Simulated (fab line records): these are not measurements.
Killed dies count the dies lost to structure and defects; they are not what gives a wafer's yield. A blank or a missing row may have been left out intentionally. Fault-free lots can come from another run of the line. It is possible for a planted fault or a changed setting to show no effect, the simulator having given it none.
Which tool did it?    flow rit cmos    15 lots with 45 wafers sampled at 2 steps, on a route of 202 steps

WHAT EACH GAUGE READ, for each wafer
Not one reading of a measure or inspect step in the record can be checked against a usual standard deviation.

WHAT TOOL EACH LOT RAN ON (gives the tool, then ch and the chambers of the sampled wafers, and finally the start)
lot   RIT_NRETRO_IMPLANT_08           RIT_M1_PROBE_99
L429  implanter-03 ch 0, day 2 05:31  prober-01, day 3 11:16
L432  implanter-01 ch 0, day 2 23:23  prober-02, day 4 05:11
L433  implanter-02 ch 0, day 3 04:25  prober-01, day 4 07:58
L434  implanter-01 ch 0, day 3 08:19  prober-02, day 4 11:37
L436  implanter-03 ch 0, day 3 18:38  prober-02, day 5 02:04
L437  implanter-03 ch 0, day 3 23:55  prober-01, day 5 05:48
L438  implanter-03 ch 0, day 4 05:01  prober-02, day 5 11:13
L442  implanter-03 ch 0, day 5 01:47  prober-01, day 6 06:12
L443  implanter-03 ch 0, day 5 04:20  prober-02, day 6 12:46
L444  implanter-01 ch 0, day 5 10:24  prober-01, day 6 16:02
L445  implanter-01 ch 0, day 5 16:23  prober-02, day 6 22:54
L446  implanter-01 ch 0, day 5 21:35  prober-01, day 7 03:58
L447  implanter-01 ch 0, day 6 02:35  prober-02, day 7 06:34
L448  implanter-02 ch 0, day 6 05:15  prober-01, day 7 09:07
L449  implanter-02 ch 0, day 6 12:58  prober-02, day 7 19:03
- RIT_NRETRO_IMPLANT_08
- RIT_M1_PROBE_99

AS READ BY THE TOOLS THEMSELVES (means over the sampled wafers that have a number; for cases with no such wafer, the mark the record gives instead)
RIT_NRETRO_IMPLANT_08. Usual: tilt deg 7.004 degrees, standard deviation 0.019.
lot   tool          tilt deg (degrees)  flag
L429  implanter-03  7.001               
L432  implanter-01  7.022               
L433  implanter-02  7.012               
L434  implanter-01  6.997               
L436  implanter-03  7.002               
L437  implanter-03  6.991               
L438  implanter-03  5.033               OFF
L442  implanter-03  4.998               OFF
L443  implanter-03  5.016               OFF
L444  implanter-01  7.012               
L445  implanter-01  7.001               
L446  implanter-01  6.978               
L447  implanter-01  6.989               
L448  implanter-02  7.011               
L449  implanter-02  7.007               

RIT_M1_PROBE_99. Usual: killed at contacts 0.1, standard deviation 0.25; killed at front end 6.3, standard deviation 2.9; killed dies 6.4, standard deviation 2.8; killed open 3.3, standard deviation 2; killed short 3.1, standard deviation 2.
lot   tool       killed at contacts  killed at front end  killed dies  killed open  killed short  flag
L429  prober-01  0.0                 10.0                 10.0         6.3          3.7           
L432  prober-02  0.0                 6.0                  6.0          3.0          3.0           
L433  prober-01  0.0                 3.3                  3.3          1.7          1.7           
L434  prober-02  0.0                 6.3                  6.3          1.3          5.0           
L436  prober-02  0.0                 6.3                  6.3          3.0          3.3           
L437  prober-01  0.3                 9.7                  10.0         5.3          4.7           
L438  prober-02  0.0                 4.7                  4.7          3.0          1.7           
L442  prober-01  0.0                 5.0                  5.0          2.7          2.3           
L443  prober-02  0.0                 8.0                  8.0          3.7          4.3           
L444  prober-01  0.3                 2.3                  2.7          1.3          1.3           
L445  prober-02  0.3                 4.3                  4.7          3.7          1.0           
L446  prober-01  0.3                 6.7                  7.0          3.0          4.0           
L447  prober-02  0.0                 6.3                  6.3          4.0          2.3           
L448  prober-01  0.0                 6.3                  6.3          3.3          3.0           
L449  prober-02  0.0                 4.7                  4.7          3.0          1.7           

THE ANSWER, worked out from the rows above alone
Rule: lot off if the mean of its wafers having a number is beyond 3 standard deviations from the usual mean. Also off: a lot with no number at a reading for which 4 or more lots have one. Any other lot the step has rows for is counted as sound. After the gauges, taken in route order, come the tools' own readings; for these a lot's mean is taken, as printed above. The first step at which some lot is off is used, and at that step the reading that is off furthest; a lot without a number counts as furthest.
Off: L438, L442, L443 (RIT_NRETRO_IMPLANT_08, tilt deg).
If a tool, at that step or one of the process steps before it, ran each lot that is off and ran no sound lot following the first of them, it fits. One candidate fits, namely implanter-03 at RIT_NRETRO_IMPLANT_08. A fault onset in the window from L437 (day 3 23:55, its last sound lot) to L438 (day 4 05:01, its first lot off) fits.
The tool's own readings at RIT_NRETRO_IMPLANT_08 bear it out: on the lots that are off they differ by more than 5 times the standard deviation of the sound lots' means. tilt deg reads 5.016 degrees there against 7.002 degrees on the sound lots.

WHAT THE SIMULATOR HAD INSERTED
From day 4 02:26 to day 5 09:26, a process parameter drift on implanter-03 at RIT_NRETRO_IMPLANT_08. A move of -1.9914 in setting tilt deg, from 7. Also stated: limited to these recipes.
Shown lots that were struck: L438, L442, L443. The rule above reached the same finding.
